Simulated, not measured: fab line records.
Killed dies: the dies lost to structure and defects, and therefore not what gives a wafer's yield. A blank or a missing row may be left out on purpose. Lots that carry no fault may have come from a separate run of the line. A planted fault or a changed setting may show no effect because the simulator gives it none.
Which tool was responsible? + flow berkeley-cmos170 + 45 wafers from 15 lots sampled at 4 of the route's 331 steps

WHAT EACH GAUGE READ, for each wafer
UCB170_M1_OVL_MEAS_10. Usual: M1_OVL typically reads 1 nm, with standard deviation 5.7.
| lot  | measured     | on         | M1_OVL (nm) | flag |
|------|--------------|------------|-------------|------|
| L144 | day 8 18:55  | overlay-02 | 1 4 -4      |      |
| L147 | day 9 05:27  | overlay-02 | -7 -2 -9    |      |
| L149 | day 9 07:22  | overlay-02 | 3 -1 -8     |      |
| L148 | day 9 07:55  | overlay-02 | 9 6 7       |      |
| L145 | day 9 08:58  | overlay-02 | 0 -8 -10    |      |
| L151 | day 9 21:11  | overlay-02 | 2 11 2      |      |
| L152 | day 9 21:42  | overlay-02 | 1 -3 -3     |      |
| L153 | day 10 09:50 | overlay-01 | -1 -5 -1    |      |
| L154 | day 10 10:08 | overlay-01 | 4 13 13     |      |
| L155 | day 11 06:43 | overlay-02 | 3 7 7       |      |
| L156 | day 11 06:49 | overlay-02 | 4 11 5      |      |
| L158 | day 11 08:58 | overlay-01 | 2 2 -1      |      |
| L157 | day 11 09:14 | overlay-02 | -3 8 0      |      |
| L166 | day 13 03:58 | overlay-01 | -7 -4 -4    |      |
| L167 | day 13 05:02 | overlay-02 | 3 10 0      |      |

UCB170_M2_CD_MEAS_15 targets a cd of 700 nm. Usual: 699.8 nm for cd-nm, sd 1.3.
| lot  | measured     | on        | cd-nm (nm)        | flag |
|------|--------------|-----------|-------------------|------|
| L144 | day 9 03:03  | cd-sem-02 | 698.4 698.3 699.4 |      |
| L147 | day 9 14:22  | cd-sem-02 | 701.7 702.0 701.4 |      |
| L149 | day 9 14:49  | cd-sem-02 | 702.0 702.8 701.5 |      |
| L148 | day 9 15:58  | cd-sem-02 | 700.7 701.5 701.1 |      |
| L145 | day 9 18:04  | cd-sem-02 | 699.8 700.2 701.6 |      |
| L151 | day 10 04:18 | cd-sem-02 | 698.5 699.0 697.8 |      |
| L152 | day 10 04:55 | cd-sem-01 | 698.0 698.7 699.6 |      |
| L153 | day 10 21:53 | cd-sem-02 | 697.6 697.3 697.7 |      |
| L154 | day 10 21:26 | cd-sem-02 | 701.6 702.1 701.4 |      |
| L155 | day 11 13:31 | cd-sem-01 | 700.5 701.7 700.9 |      |
| L156 | day 11 14:27 | cd-sem-02 | - - -             | OFF  |
| L158 | day 11 16:28 | cd-sem-02 | - - -             | OFF  |
| L157 | day 11 16:08 | cd-sem-02 | - - -             | OFF  |
| L166 | day 13 12:09 | cd-sem-01 | 700.6 701.1 701.6 |      |
| L167 | day 13 18:28 | cd-sem-01 | 699.7 699.6 699.9 |      |

UCB170_V2_BOW_MEAS_03. Usual: V2_BOW typically reads 36 um, with standard deviation 6.8.
| lot  | measured     | on            | V2_BOW (um) | flag |
|------|--------------|---------------|-------------|------|
| L144 | day 9 04:12  | film-metro-04 | 37 43 48    |      |
| L147 | day 9 15:35  | film-metro-01 | 31 47 36    |      |
| L149 | day 9 16:03  | film-metro-02 | 45 29 43    |      |
| L148 | day 9 17:05  | film-metro-01 | 33 38 37    |      |
| L145 | day 9 19:26  | film-metro-01 | 32 39 23    |      |
| L151 | day 10 05:25 | film-metro-02 | 39 33 31    |      |
| L152 | day 10 06:02 | film-metro-01 | 35 37 38    |      |
| L153 | day 10 23:01 | film-metro-01 | 40 31 34    |      |
| L154 | day 10 22:38 | film-metro-02 | 34 28 32    |      |
| L155 | day 11 14:38 | film-metro-02 | 32 28 38    |      |
| L166 | day 13 13:16 | film-metro-02 | 33 42 45    |      |
| L167 | day 13 20:21 | film-metro-02 | 47 42 41    |      |

WHICH TOOL RAN EACH LOT (tool, then ch and the chambers of the sampled wafers, then the start)
| lot  | UCB170_M2_PEB_13                  |
|------|-----------------------------------|
| L144 | litho-track-03 ch 0, day 9 02:47  |
| L147 | litho-track-03 ch 0, day 9 14:01  |
| L149 | litho-track-03 ch 0, day 9 14:32  |
| L148 | litho-track-03 ch 0, day 9 15:42  |
| L145 | litho-track-02 ch 0, day 9 17:43  |
| L151 | litho-track-02 ch 0, day 10 04:01 |
| L152 | litho-track-03 ch 0, day 10 04:38 |
| L153 | litho-track-02 ch 0, day 10 21:37 |
| L154 | litho-track-01 ch 0, day 10 21:09 |
| L155 | litho-track-03 ch 0, day 11 13:12 |
| L156 | litho-track-03, day 11 14:11      |
| L158 | litho-track-02, day 11 16:11      |
| L157 | litho-track-03, day 11 15:52      |
| L166 | litho-track-01 ch 0, day 13 11:52 |
| L167 | litho-track-01 ch 0, day 13 18:04 |
- UCB170_M2_PEB_13

AS READ BY THE TOOLS THEMSELVES (means over the sampled wafers that have a number; for cases with no such wafer, the mark the record gives instead)
UCB170_M2_PEB_13. Usual: chill-plate-temp-C 23.00 C, standard deviation 0.092; exhaust-pa 44.9 Pa, standard deviation 1; plate-temp-C 129.98 C, standard deviation 0.14.
| lot  | tool           | chill-plate-temp-C (C) | exhaust-pa (Pa) | plate-temp-C (C) | flag |
|------|----------------|------------------------|-----------------|------------------|------|
| L144 | litho-track-03 | 22.99                  | 44.5            | 130.10           |      |
| L147 | litho-track-03 | 23.03                  | 45.7            | 130.03           |      |
| L149 | litho-track-03 | 22.99                  | 44.9            | 130.08           |      |
| L148 | litho-track-03 | 23.12                  | 43.9            | 130.17           |      |
| L145 | litho-track-02 | 23.05                  | 43.7            | 130.08           |      |
| L151 | litho-track-02 | 22.98                  | 44.7            | 130.08           |      |
| L152 | litho-track-03 | 22.97                  | 43.9            | 129.82           |      |
| L153 | litho-track-02 | 23.02                  | 45.3            | 129.97           |      |
| L154 | litho-track-01 | 22.94                  | 44.1            | 130.13           |      |
| L155 | litho-track-03 | 23.06                  | 44.4            | 129.84           |      |
| L156 | litho-track-03 | -                      | -               | -                | OFF  |
| L158 | litho-track-02 | -                      | -               | -                | OFF  |
| L157 | litho-track-03 | -                      | -               | -                | OFF  |
| L166 | litho-track-01 | 22.90                  | 45.0            | 129.77           |      |
| L167 | litho-track-01 | 22.99                  | 45.2            | 129.88           |      |

THE ANSWER, worked out from the rows above alone
Rule: take the mean of a lot's wafers that have a number; if it is more than 3 standard deviations from the usual mean, the lot is off. A lot without any number at a reading at which 4 lots or more have one is off too. All remaining lots with rows at the step are treated as sound. First the gauges in route order, then the tools' own readings, where a lot's mean is used as printed above. At the first step where some lot is off, the reading lying furthest off is the one used; lots without a number count as furthest.
Off, at UCB170_M2_CD_MEAS_15 on cd-nm: L156, L158, L157. Without a number there: L156, L158, L157.
If a tool, at a process step before that reading, ran all the lots that are off and no sound lot after the first of them, it fits. The gauges at UCB170_M2_CD_MEAS_15 aren't tried: what is off there is off at UCB170_M2_PEB_13 too, on other tools, and a gauge's error can't cause that. Not one of the candidates tried fits.

WHAT THE SIMULATOR PUT IN
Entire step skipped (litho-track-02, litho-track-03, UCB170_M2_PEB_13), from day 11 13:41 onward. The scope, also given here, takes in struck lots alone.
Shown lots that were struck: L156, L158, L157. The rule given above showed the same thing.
